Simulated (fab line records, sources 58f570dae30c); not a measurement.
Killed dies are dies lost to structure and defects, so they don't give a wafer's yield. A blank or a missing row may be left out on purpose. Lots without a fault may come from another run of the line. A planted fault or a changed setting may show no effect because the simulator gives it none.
Which tool did it? | flow berkeley_cmos170 | 10 lots, 30 wafers sampled, at 3 steps of a route of 331

WHAT THE GAUGES READ, wafer by wafer
UCB170_V2_CD_MEAS_90: target cd 700 nm.
lot  | measured     | on        | cd_nm (nm)
L949 | day 8 18:12  | cd_sem-02 | 697.0 698.5 697.9
L957 | day 11 09:37 | cd_sem-02 | 694.4 700.1 701.3
L964 | day 12 16:38 | cd_sem-01 | 700.7 701.8 701.3
L965 | day 12 17:36 | cd_sem-02 | 701.0 699.5 700.3
L963 | day 12 19:07 | cd_sem-01 | 701.8 701.8 700.1
L971 | day 14 01:53 | cd_sem-02 | 698.4 699.9 699.0
L972 | day 14 13:46 | cd_sem-02 | 700.4 700.7 698.3
L968 | day 14 14:24 | cd_sem-01 | 699.1 698.5 700.5
L967 | day 14 15:04 | cd_sem-02 | 700.7 698.1 697.5
L969 | day 14 15:51 | cd_sem-02 | 702.3 700.4 701.0

WHICH TOOL RAN EACH LOT (tool, then ch and the chambers of the sampled wafers, then the start)
lot  | UCB170_V2_ETCH_14                  | UCB170_V2_STRIP_15
L949 | rie_diel-02 ch 0,1, day 8 17:50    | plasma_asher-04 ch 0,1, day 8 18:06
L957 | rie_diel-01 ch 0,2, day 11 09:20   | plasma_asher-03 ch 0,1, day 11 09:31
L964 | rie_diel-02 ch 0,1,3, day 12 16:22 | plasma_asher-01 ch 0,1, day 12 16:32
L965 | rie_diel-04 ch 0,2,3, day 12 17:19 | plasma_asher-01 ch 0,1, day 12 17:30
L963 | rie_diel-04 ch 0,2, day 12 18:50   | plasma_asher-03 ch 0,1, day 12 19:01
L971 | rie_diel-02 ch 1,3, day 14 01:35   | plasma_asher-01 ch 0,1, day 14 01:46
L972 | rie_diel-04 ch 0,3, day 14 13:29   | plasma_asher-03 ch 0,1, day 14 13:40
L968 | rie_diel-04 ch 0,3, day 14 14:06   | plasma_asher-01 ch 0,1, day 14 14:17
L967 | rie_diel-01 ch 0,1, day 14 14:46   | plasma_asher-03 ch 1, day 14 14:57
L969 | rie_diel-04 ch 1,2,3, day 14 15:33 | plasma_asher-03 ch 1, day 14 15:44
- UCB170_V2_ETCH_14: etches SiO2 in CHF3/CF4/Ar, stops on Al, target depth 1250 nm, time 291 s.
- UCB170_V2_STRIP_15: strips in O2.

THE ANSWER, worked out from the rows above alone
Rule: what is usual is taken from the lots themselves. Put in order of their means at a reading, lots are off if they are a third of the lots or fewer, leave a main group of 4 or more, and stand apart from it by a gap of 3 or more times the standard deviation of the main group's means; of several such gaps the widest counts. A main group whose means are all the same, to the digits that the tables above print for the reading, isn't used. A lot without any number at a reading at which 4 lots or more have one is off too. The other lots that the step has rows for count as sound.
No lot is off at any reading shown: from this, nothing can be told.

WHAT THE SIMULATOR HAD PUT IN
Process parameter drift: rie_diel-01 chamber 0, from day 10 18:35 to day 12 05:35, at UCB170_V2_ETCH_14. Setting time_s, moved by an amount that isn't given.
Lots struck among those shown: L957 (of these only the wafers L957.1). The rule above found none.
